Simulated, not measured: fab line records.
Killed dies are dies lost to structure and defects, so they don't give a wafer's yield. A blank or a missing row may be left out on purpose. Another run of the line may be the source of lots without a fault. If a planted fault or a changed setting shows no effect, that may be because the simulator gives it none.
Which tool was responsible? + flow ritCmos + Sampling: 6 lots, 18 wafers, 2 of 202 route steps

## WHAT THE GAUGES READ, wafer by wafer
RIT_SPACER_THK_MEAS_04.
| lot  | measured    | on           | SPACER_NITRIDE_THK (nm) |
|------|-------------|--------------|-------------------------|
| L533 | day 3 18:34 | filmMetro-01 | 249.2 246.3 249.4       |
| L535 | day 4 07:01 | filmMetro-01 | 245.5 247.8 247.8       |
| L537 | day 4 13:25 | filmMetro-01 | 246.4 247.7 248.5       |
| L548 | day 6 17:18 | filmMetro-01 | 249.1 247.2 248.3       |
| L550 | day 6 23:25 | filmMetro-01 | 247.2 248.6 247.9       |
| L553 | day 7 20:10 | filmMetro-01 | 248.5 248.1 248.6       |

## WHICH TOOL RAN EACH LOT (tool, then ch and the chambers of the sampled wafers, then the start)
| lot  | RIT_SPACER_CVD_03          |
|------|----------------------------|
| L533 | lpcvd-01 ch 0, day 3 16:38 |
| L535 | lpcvd-02 ch 0, day 4 05:05 |
| L537 | lpcvd-02 ch 1, day 4 11:30 |
| L548 | lpcvd-01 ch 1, day 6 15:22 |
| L550 | lpcvd-02 ch 1, day 6 20:31 |
| L553 | lpcvd-02 ch 1, day 7 18:14 |
- RIT_SPACER_CVD_03: deposits Si3N4 from SiH2Cl2/NH3, target thk 250 nm, time 3300 s.

## THE ANSWER, worked out from the rows above alone
Rule: usual is defined by the lots themselves. Put in order of their means at a reading, lots are off if they are a third of the lots or fewer, leave a main group of 4 or more, and stand apart from it by a gap of 3 or more times the standard deviation of the main group's means; of several such gaps the widest counts. A main group is skipped when, at the precision printed for the reading in the tables above, its means are all equal. Also off: a lot with no number at a reading for which 4 or more lots have one. Any other lot the step has rows for is counted as sound.
Across all readings shown, no lot is off: no conclusion can be drawn from this.

## WHAT WAS PUT IN BY THE SIMULATOR
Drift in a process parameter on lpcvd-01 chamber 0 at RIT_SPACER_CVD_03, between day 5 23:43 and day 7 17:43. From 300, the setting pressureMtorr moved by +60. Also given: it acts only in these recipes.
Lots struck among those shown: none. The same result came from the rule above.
